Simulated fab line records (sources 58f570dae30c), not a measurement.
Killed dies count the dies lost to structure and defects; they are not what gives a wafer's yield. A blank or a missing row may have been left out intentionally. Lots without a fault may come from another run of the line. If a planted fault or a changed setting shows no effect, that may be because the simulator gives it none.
Split-lot trial + flow berkeley cmos170 + on a route of 331 steps: 5 lots, 23 wafers read

## THE SPLIT ITSELF
At UCB170_V2_COAT_07 (resist thk 900 nm), the setting resist thk nm was moved away from the recipe's 900 nm on 8 of the 23 wafers read, by +2.0% to +4.8%. For the rest of the wafers, this setting stayed at what the recipe calls for.

## FROM THE SPLIT TO THE READING: what the file shows between them, 2 steps
- UCB170_V2_SOFTBAKE_08: time 60 s
- UCB170_V2_EXPOSE_09: exposes mask VIA2, target cd 700 nm

## THE READING
KrF_of_V2_COAT_07.thk nm (the simulator's own value, which no gauge read), in nm, at UCB170_V2_ETCH_14 (etches SiO2 in CHF3/CF4/Ar, stops on Al, target depth 1250 nm, time 291 s). The file does not state a usual value for it. Here, 15 wafers ran the recipe; their average is 611.3 nm with a standard deviation of 1.6 nm.

| wafer  | tool, chamber at the split | resist thk nm as run, nm | against the recipe | KrF_of_V2_COAT_07.thk nm, nm | against lot-mates on the recipe |
|--------|----------------------------|--------------------------|--------------------|------------------------------|---------------------------------|
| L076.1 | litho track-03, 0          | 900                      | recipe             | 611.1                        | -                               |
| L076.2 | litho track-03, 0          | 900                      | recipe             | 610.1                        | -                               |
| L076.3 | litho track-03, 0          | 900                      | recipe             | 609.4                        | -                               |
| L076.4 | litho track-03, 0          | 918.4                    | +2.0%              | 632.4                        | +22.2                           |
| L076.6 | litho track-03, 0          | 918.4                    | +2.0%              | 629.3                        | +19.1                           |
| L075.4 | litho track-03, 0          | 900                      | recipe             | 610.7                        | -                               |
| L075.5 | litho track-03, 0          | 900                      | recipe             | 613.7                        | -                               |
| L075.6 | litho track-03, 0          | 900                      | recipe             | 610.9                        | -                               |
| L079.1 | litho track-02, 0          | 900                      | recipe             | 608.9                        | -                               |
| L079.2 | litho track-02, 0          | 900                      | recipe             | 611.3                        | -                               |
| L079.3 | litho track-02, 0          | 900                      | recipe             | 611.4                        | -                               |
| L079.5 | litho track-02, 0          | 900                      | recipe             | 611.1                        | -                               |
| L079.6 | litho track-02, 0          | 900                      | recipe             | 611.6                        | -                               |
| L083.1 | litho track-02, 0          | 921.6                    | +2.4%              | 633.9                        | +23.8                           |
| L083.2 | litho track-02, 0          | 900                      | recipe             | 609.9                        | -                               |
| L083.3 | litho track-02, 0          | 900                      | recipe             | 610.3                        | -                               |
| L083.5 | litho track-02, 0          | 921.6                    | +2.4%              | 633.2                        | +23.1                           |
| L083.6 | litho track-02, 0          | 921.6                    | +2.4%              | 629.2                        | +19.1                           |
| L085.1 | litho track-02, 0          | 943.4                    | +4.8%              | 658.7                        | +44.5                           |
| L085.2 | litho track-02, 0          | 900                      | recipe             | 614.6                        | -                               |
| L085.3 | litho track-02, 0          | 943.4                    | +4.8%              | 654.1                        | +39.9                           |
| L085.4 | litho track-02, 0          | 943.4                    | +4.8%              | 656.8                        | +42.5                           |
| L085.6 | litho track-02, 0          | 900                      | recipe             | 613.9                        | -                               |

THE FIT
A straight line over all 23 wafers: KrF_of_V2_COAT_07.thk nm changes by +9.3 nm for each +1% of resist thk nm; r = +0.99; the points scatter about the line by 1.9 nm.
The same after taking each lot's own level away (the mean of its wafers on the recipe; 23 wafers): +8.9 nm for each +1%; r = +0.99; scatter 1.6 nm.
Per that fit: largest resist thk nm move, reading shift of 43 nm.
Across the lots, their own levels run from 610.10 to 614.25 nm, a range of 2.6 times the standard deviation given above.
The two slopes are in agreement: the lot-to-lot level therefore moves the slope only a little.
Check: with one of the wafers moved furthest among these (+4.8%) left out of the fit, the line predicts +42.7 nm for it against its lot-mates. Against them it came out at +44.5 nm.

## THE WHOLE CHAIN: every reading that the file lists as answering this split, in the file's order
| step               | what it does                                                              | reading                                                                   | change (the file's fit)              | r (the file's) |
|--------------------|---------------------------------------------------------------------------|---------------------------------------------------------------------------|--------------------------------------|----------------|
| UCB170_V2_COAT_07  | resist thk 900 nm                                                         | KrF_of_V2_COAT_07.thk nm (the simulator's own value, which no gauge read) | +9.52 nm for each +1% of the setting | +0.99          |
| UCB170_V2_ETCH_14  | etches SiO2 in CHF3/CF4/Ar, stops on Al, target depth 1250 nm, time 291 s | KrF_of_V2_COAT_07.thk nm (the simulator's own value, which no gauge read) | +9 nm for each +1% of the setting    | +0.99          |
| UCB170_V2_STRIP_15 | strips in O2                                                              | strip time to endpoint s                                                  | withheld for each +1% of the setting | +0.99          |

## THE FILE'S OWN FIT
KrF_of_V2_COAT_07.thk nm changes by +9 nm for each +1% of resist thk nm, r = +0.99.
